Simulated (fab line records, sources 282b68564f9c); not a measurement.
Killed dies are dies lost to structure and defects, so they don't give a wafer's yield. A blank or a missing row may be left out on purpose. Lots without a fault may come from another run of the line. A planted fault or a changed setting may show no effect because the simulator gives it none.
Problem report in the 8D (eight disciplines) form, filled by code | flow rit_cmos | the parts of the form that need people (team, actions taken, sign-off) are left out

1. THE PROBLEM
killed_at_front_end at RIT_M1_PROBE_99 reads a mean of 72 on 6 wafers of 2 lots; wafers without a fault read 7 with a standard deviation of 3.3. That is +20 standard deviations from the usual mean.
First seen on wafer L574.1, day 4 20:22, on prober-02. The record holds 42 wafers of 14 lots with a number at this step. Rule for "out", or "out of limits": more than 4 standard deviations from the usual mean. The other wafers with a number count as sound.

2. WHAT IT IS AND WHAT IT IS NOT
question                    | is                                              | is not
which readings at this step | killed_at_front_end, killed_dies, killed_on_rim | killed_at_contacts, killed_open
which lots                  | L574, L577                                      | L567, L568, L569, L571, L572, L579, L580, L584, L585, L587, L589, L590
which wafers of those lots  | all that have a number                          | -
read on which tools         | prober-01, prober-02                            | -
when                        | from day 4 20:22                                | up to then (15 sound wafers); but 21 sound wafers of L579, L580, L584, L585, L587, L589, L590 came after

3. SUSPECTS, AND WHAT RULES EACH OUT
Counting: a tool at a process step up to the reading stays a suspect if it ran every lot that is out and no sound lot after the first of them.
- furnace-01 at RIT_ACTIVE_OXIDATION_01 (target thk 46.8 nm, ox time 3209 s): ruled out as a lasting fault. Sound lots L590 ran on it after its first lot that is out, L574 (day 2 21:26).
Left after counting: nothing in the record.

4. THE CAUSE (what the simulator had put in)
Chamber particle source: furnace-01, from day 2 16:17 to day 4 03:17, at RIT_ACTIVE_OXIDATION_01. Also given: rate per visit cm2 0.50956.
Counting ruled it out, wrongly: the rule takes a fault to strike every lot that its tool runs from its start on, and this one did not.

5. THE CHAIN OF EFFECTS, in route order
Each row: a reading whose mean over the struck wafers that have a number lies more than 3 standard deviations from the usual. Only readings for which the record gives a usual standard deviation are gone through. hours: the time from each lot's start at the first step in this table that gives one to its start at this step, as a median over the lots. sigmas: the change in usual standard deviations.
hours | step            | reading             | usual | on struck wafers | change | sigmas
0     | RIT_M1_PROBE_99 | killed_at_front_end | 7     | 72               | +66    | +20
0     | RIT_M1_PROBE_99 | killed_dies         | 7     | 72               | +66    | +20
0     | RIT_M1_PROBE_99 | killed_on_rim       | 1.9   | 16.3             | +14.4  | +9.6
The process steps in it:
- RIT_M1_PROBE_99

6. WHAT WOULD HAVE CAUGHT IT SOONER
In this record the first reading out of limits was taken at day 4 20:22, 52 hours after the fault began at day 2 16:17.
